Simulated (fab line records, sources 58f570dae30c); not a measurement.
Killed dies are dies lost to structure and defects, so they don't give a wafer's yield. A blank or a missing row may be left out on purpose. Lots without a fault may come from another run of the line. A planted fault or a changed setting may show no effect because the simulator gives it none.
Chamber matching | flow berkeley_cmos170 | UCB170_SPACER_CVD_00 on pecvd-01: 3 sister chambers
The step deposits SiO2 from TEOS/O2, target thk 376 nm, time 47 s. 14 wafers are shown with their chamber, then 7 later ones without.

WAFERS WITH THEIR CHAMBER
wafer  | chamber | heater_power_w (W) | pressure_mtorr (mTorr)
L814.1 | 1       | 290                | 8979
L814.2 | 0       | 226                | 8973
L814.6 | 0       | 241                | 9033
L815.1 | 0       | 225                | 9014
L815.3 | 2       | 372                | 9012
L815.6 | 0       | 228                | 9010
L816.1 | 1       | 226                | 9007
L816.4 | 1       | 249                | 9006
L816.5 | 2       | 397                | 9024
L817.3 | 1       | 280                | 9019
L817.5 | 2       | 364                | 9036
L817.6 | 0       | 213                | 9005
L825.1 | 1       | 296                | 9003
L825.4 | 1       | 297                | 9008

SIGNATURES (means of the wafers above)
reading        | chamber 0 | chamber 1 | chamber 2 | scatter within a chamber
heater_power_w | 226.60    | 273.00    | 377.67    | 21.8
pressure_mtorr | 9007.00   | 9003.67   | 9024.00   | 16.7
Rule: a wafer's distance from a chamber is the root of the sum, over the readings, of the square of ((its reading less the chamber's mean) divided by the reading's scatter). The wafer belongs to the nearest chamber; if the next one is less than 2 further off, it can't be placed. The scatter: the root of (the sum of the squares of (reading less its chamber's mean) over the shown wafers, divided by (wafers less chambers)).

WAFERS WITHOUT THEIR CHAMBER
wafer  | heater_power_w (W) | pressure_mtorr (mTorr)
L825.5 | 225                | 8990
L828.1 | 253                | 8998
L828.3 | 374                | 9000
L828.6 | 239                | 9003
L832.2 | 300                | 8995
L832.3 | 224                | 8997
L832.5 | 341                | 9022

WHICH CHAMBER EACH WENT THROUGH
wafer  | from the rows above     | in truth
L825.5 | can't be placed: 0 or 1 | 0
L828.1 | can't be placed: 1 or 0 | 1
L828.3 | 2                       | 2
L828.6 | can't be placed: 0 or 1 | 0
L832.2 | 1                       | 1
L832.3 | can't be placed: 0 or 1 | 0
L832.5 | can't be placed: 2 or 1 | 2
Placed correctly: 2 of 7. Can't be placed from these rows: 5 (the true chamber is among the candidates in 5). Placed wrongly: 0.
